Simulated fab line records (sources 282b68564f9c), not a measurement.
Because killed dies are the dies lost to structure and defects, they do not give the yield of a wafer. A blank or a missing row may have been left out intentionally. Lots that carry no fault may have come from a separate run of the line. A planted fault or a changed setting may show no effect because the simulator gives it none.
Chamber matching	flow rit-cmos	RIT_GATE_ETCH_19 on rie-si-01: 4 sister chambers
The step etches poly-Si in SF6/CHF3/O2, stops on SiO2, time 165 s, target depth 312.5 nm. 14 wafers are shown with their chamber, then 7 later ones without.

== WAFERS PAIRED WITH THEIR CHAMBERS ==
wafer	chamber	throttle-valve-pct (%)	drypump-motor-current-A (A)	oes-product-au (a.u.)
L911.1	0	10.21	6.4	0.848
L911.4	2	10.21	6.4	0.831
L911.6	1	10.14	5.6	0.851
L914.2	1	10.14	5.6	0.858
L914.5	1	10.14	5.6	0.857
L914.6	0	10.20	6.4	0.843
L915.1	3	10.43	5.7	0.826
L915.4	2	10.20	6.4	0.830
L915.6	1	10.13	5.7	0.857
L919.2	2	10.22	6.3	0.849
L919.3	0	10.18	6.4	0.853
L919.5	1	10.13	5.6	0.870
L921.1	0	10.21	6.4	0.843
L921.2	3	10.43	5.6	0.824

SIGNATURES (means of the wafers above)
reading	chamber 0	chamber 1	chamber 2	chamber 3	scatter within a chamber
throttle-valve-pct	10.2000	10.1360	10.2100	10.4300	0.00959
drypump-motor-current-A	6.400	5.620	6.367	5.650	0.0443
oes-product-au	0.84675	0.85860	0.83667	0.82500	0.00702
Rule: for each reading, subtract the chamber's mean from the wafer's reading, divide by that reading's scatter and square the result; add these up over the readings and take the root, which gives the wafer's distance from the chamber. The wafer belongs to the nearest chamber; if the next one is less than 2 further off, it can't be placed. The scatter is the square root of a quotient: the sum, over the shown wafers, of each reading's squared deviation from its chamber's mean, divided by wafers minus chambers.

== WAFERS WITHOUT THEIR CHAMBER ==
wafer	throttle-valve-pct (%)	drypump-motor-current-A (A)	oes-product-au (a.u.)
L921.6	10.41	5.6	0.826
L923.4	10.19	6.4	0.827
L923.5	10.15	5.6	0.855
L923.6	10.21	6.4	0.828
L925.1	10.20	6.4	0.841
L925.2	10.19	6.4	0.842
L925.5	10.12	5.6	0.861

== CHAMBER TAKEN BY EACH ==
wafer	from the rows above	in truth
L921.6	3	3
L923.4	can't be placed: 2 or 0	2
L923.5	1	1
L923.6	can't be placed: 2 or 0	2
L925.1	can't be placed: 0 or 2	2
L925.2	can't be placed: 0 or 2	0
L925.5	1	1
3 of 7 placed correctly. These rows do not allow placing 4 (true chamber among the candidates in 4). Placed wrongly: 0.
